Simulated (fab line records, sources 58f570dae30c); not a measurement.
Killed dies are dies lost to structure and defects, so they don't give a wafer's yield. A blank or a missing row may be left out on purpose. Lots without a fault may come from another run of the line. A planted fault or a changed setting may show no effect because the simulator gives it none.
Which tool did it? | flow berkeley_cmos170 | 7 lots, 21 wafers sampled, at 2 steps of a route of 331

WHAT THE GAUGES READ, wafer by wafer
UCB170_V1_OVL_MEAS_13.
lot  | measured     | on         | V1_OVL (nm)
L820 | day 7 13:59  | overlay-02 | -9 -4 -2
L826 | day 8 22:19  | overlay-02 | -4 -2 -5
L831 | day 9 17:31  | overlay-02 | 0 -5 0
L828 | day 9 17:49  | overlay-02 | 5 4 1
L832 | day 10 10:04 | overlay-01 | 2 4 -1
L835 | day 11 01:52 | overlay-02 | -3 -4 -8
L843 | day 11 19:18 | overlay-01 | -6 -10 -10

WHICH TOOL RAN EACH LOT (tool, then ch and the chambers of the sampled wafers, then the start)
lot  | UCB170_M1_ETCH_11
L820 | rie_diel-02 ch 0,1,3, day 7 06:54
L826 | rie_diel-02 ch 0,1,2, day 8 14:27
L831 | rie_diel-01 ch 0,1,2, day 9 06:59
L828 | rie_diel-02 ch 0,2,3, day 9 07:32
L832 | rie_diel-01 ch 0,1, day 10 00:33
L835 | rie_diel-01 ch 0,1,3, day 10 20:08
L843 | rie_diel-01 ch 0,2,3, day 11 13:20
- UCB170_M1_ETCH_11: etches BARC in N2/H2.

THE ANSWER, worked out from the rows above alone
Rule: what is usual is taken from the lots themselves. Put in order of their means at a reading, lots are off if they are a third of the lots or fewer, leave a main group of 4 or more, and stand apart from it by a gap of 3 or more times the standard deviation of the main group's means; of several such gaps the widest counts. A main group whose means are all the same, to the digits that the tables above print for the reading, isn't used. A lot without any number at a reading at which 4 lots or more have one is off too. The other lots that the step has rows for count as sound.
No lot is off at any reading shown: from this, nothing can be told.

WHAT THE SIMULATOR HAD PUT IN
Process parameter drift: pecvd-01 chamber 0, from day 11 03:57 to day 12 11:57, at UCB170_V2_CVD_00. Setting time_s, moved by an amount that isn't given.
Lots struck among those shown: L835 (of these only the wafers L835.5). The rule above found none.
